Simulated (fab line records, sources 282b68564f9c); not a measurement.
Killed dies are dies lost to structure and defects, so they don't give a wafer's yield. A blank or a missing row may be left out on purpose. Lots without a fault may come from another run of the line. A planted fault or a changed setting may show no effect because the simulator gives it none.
One fault seen from 2 desks | flow rit_cmos | each desk has only its own numbers; what lay behind them comes last

THE METROLOGY DESK
What the gauges read, lot by lot, whatever tool the lot ran on: means of the sampled wafers that have a number. A lot is out of limits, marked OUT, if its mean lies more than 4 standard deviations from the usual mean; the brackets give that distance.
Columns: A = PWELL_TW at RIT_PWELL_TW_MEAS_10, usual 957; B = NLDD_TW at RIT_NLDD_TW_MEAS_10, usual 2495; C = NLDD_RS at RIT_SDANNEAL_RS_MEAS_07, usual 151.8 ohm/sq
lot  | first seen here | A   | B               | C
L328 | day 1 22:22     | 955 | 2509            | 152.5
L329 | day 2 04:59     | 962 | 2511            | 152.7
L330 | day 2 09:07     | 959 | 2510            | 152.1
L331 | day 2 15:34     | 950 | 2513            | 151.8
L332 | day 2 19:11     | 951 | 2374 (-7.5) OUT | -
L333 | day 3 00:11     | 960 | 2470            | 152.3
L334 | day 3 04:25     | 954 | 2476            | 151.6
L342 | day 4 21:36     | 960 | 2502            | 151.3
L346 | day 5 17:22     | 955 | 2513            | 151.0
L348 | day 6 02:59     | 960 | 2515            | 152.2
L349 | day 6 08:01     | 961 | 2499            | 152.2
L350 | day 6 13:20     | 958 | 2508            | 151.8
L351 | day 6 17:30     | 963 | 2492            | 151.8
This desk's finding: out of limits on L332; first on L332, day 3 14:25 (NLDD_TW at RIT_NLDD_TW_MEAS_10). In limits: L328, L329, L330, L331, L333, L334, L342, L346, L348, L349, L350, L351.

THE TOOL OWNER'S DESK: implanter-03
The tool's own readings at RIT_NLDD_IMPLANT_08: means of the sampled wafers that have a number, for each lot that ran on this tool. A lot is out of limits, marked OUT, if its mean lies more than 4 standard deviations from the usual mean; the brackets give that distance.
Columns: A = beam_on_s at RIT_NLDD_IMPLANT_08, usual 10.00 s; B = faraday_current_uA at RIT_NLDD_IMPLANT_08, usual 1572
lot  | first seen here | A     | B
L328 | day 2 17:04     | 10.05 | 1569
L330 | day 3 04:01     | 9.97  | 1581
L332 | day 3 14:06     | 9.93  | 1582
L351 | day 7 11:49     | 10.10 | 1560
This desk's finding: nothing out of limits on any of the 4 lots.

PUT TOGETHER
The metrology desk could have raised an alarm at day 3 14:25, on L332.
The tool owner's desk saw nothing out of limits.
The tool owner's desk has L332 on record, within its limits.
Of the lots named, all ran RIT_NLDD_IMPLANT_08 on implanter-03.

WHAT THE SIMULATOR HAD PUT IN
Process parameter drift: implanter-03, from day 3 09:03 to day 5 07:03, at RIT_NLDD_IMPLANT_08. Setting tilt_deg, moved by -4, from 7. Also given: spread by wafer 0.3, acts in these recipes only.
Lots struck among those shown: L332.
Hours from the fault's start to each desk's first reading out of limits: the metrology desk, 5.
